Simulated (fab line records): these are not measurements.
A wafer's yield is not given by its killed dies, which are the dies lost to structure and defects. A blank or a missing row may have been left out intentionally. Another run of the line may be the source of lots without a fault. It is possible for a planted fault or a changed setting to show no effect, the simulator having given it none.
The same fault as seen by 2 desks :: flow rit_cmos :: only its own numbers are on each desk; what lay behind them is given at the end

TOOL OWNER'S DESK, rtp_anneal-02
Per lot that ran on this tool, the mean of the sampled wafers carrying a number, from the tool's own readings at RIT_SDANNEAL_RTA_03 (time 5 s). Marked OUT: a lot whose mean sits more than 4 standard deviations from the usual mean, which makes it out of limits; the brackets give that distance.
Columns: A = wafer_temp_C_max at RIT_SDANNEAL_RTA_03, usual 1053.6
lot: L640
first seen here: day 3 06:37
A: 1053.1

lot: L642
first seen here: day 3 13:32
A: 1053.2

lot: L648
first seen here: day 4 18:58
A: 1053.7

lot: L650
first seen here: day 5 07:44
A: 1053.6
This desk found nothing out of limits on any of the 4 lots.

METROLOGY DESK
Lot by lot, what the gauges showed, no matter which tool ran the lot: averages of those sampled wafers that carry a number. Marked OUT: a lot whose mean sits more than 4 standard deviations from the usual mean, which makes it out of limits; the brackets give that distance.
Columns: A = INCOMING_BOW at RIT_ACTIVE_BOW_MEAS_00, usual 1 um; B = NSD_OVL at RIT_NSD_OVL_MEAS_06, usual 1.2 nm; C = PSD_RS at RIT_SDANNEAL_RS_MEAS_04, usual 116.25 ohm/sq; D = cd_nm at RIT_CONTACT_CD_MEAS_08, usual 999.1 nm
lot: L640
first seen here: day 1 10:02
A: -2
B: 3.6
C: 116.44
D: 995.0

lot: L641
first seen here: day 1 15:01
A: -4
B: 0.2
C: 116.19
D: 1000.7

lot: L642
first seen here: day 1 20:00
A: -2
B: 1.0
C: 116.57
D: 995.1

lot: L643
first seen here: day 2 01:01
A: 3
B: -0.1
C: 116.13
D: 999.3

lot: L647
first seen here: day 2 21:01
A: 3
B: 0.4
C: 116.15
D: 997.4

lot: L648
first seen here: day 3 02:02
A: -1
B: 2.0
C: 128.06 (+47) OUT
D: -

lot: L650
first seen here: day 3 12:00
A: -1
B: 2.5
C: 128.49 (+49) OUT
D: -

lot: L651
first seen here: day 3 17:00
A: 3
B: -0.2
C: 116.31
D: 999.7

lot: L653
first seen here: day 4 03:00
A: 7
B: 2.6
C: 116.36
D: 1001.0

lot: L655
first seen here: day 4 13:00
A: 7
B: 1.4
C: 116.36
D: 1001.9

lot: L657
first seen here: day 4 23:00
A: -1
B: 0.9
C: 116.52
D: 997.3

lot: L659
first seen here: day 5 09:01
A: 1
B: 2.0
C: 116.15
D: 1001.8

lot: L661
first seen here: day 5 19:00
A: 2
B: 2.3
C: 116.04
D: 1002.5

lot: L663
first seen here: day 6 05:00
A: 4
B: 0.6
C: 116.05
D: 999.8
This desk finds L648, L650 out of limits, with the earliest case on L648 at day 4 19:03 (PSD_RS at RIT_SDANNEAL_RS_MEAS_04). Within limits: L640, L641, L642, L643, L647, L651, L653, L655, L657, L659, L661, L663.

PUT TOGETHER
L648, L650 would have let the metrology desk raise an alarm at day 4 19:03.
The tool owner's desk saw nothing out of limits.
Tool owner's desk: L648, L650 on record, inside its limits.
Every lot named ran RIT_SDANNEAL_RTA_03 on rtp_anneal-02.

WHAT WAS PUT IN BY THE SIMULATOR
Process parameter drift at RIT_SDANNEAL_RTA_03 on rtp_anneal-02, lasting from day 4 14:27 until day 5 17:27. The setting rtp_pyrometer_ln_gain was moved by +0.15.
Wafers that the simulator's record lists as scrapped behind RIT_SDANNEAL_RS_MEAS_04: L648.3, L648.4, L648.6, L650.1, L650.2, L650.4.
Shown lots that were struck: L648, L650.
Time in hours between the start of the fault and the first out-of-limits reading at each desk: metrology desk, 5.
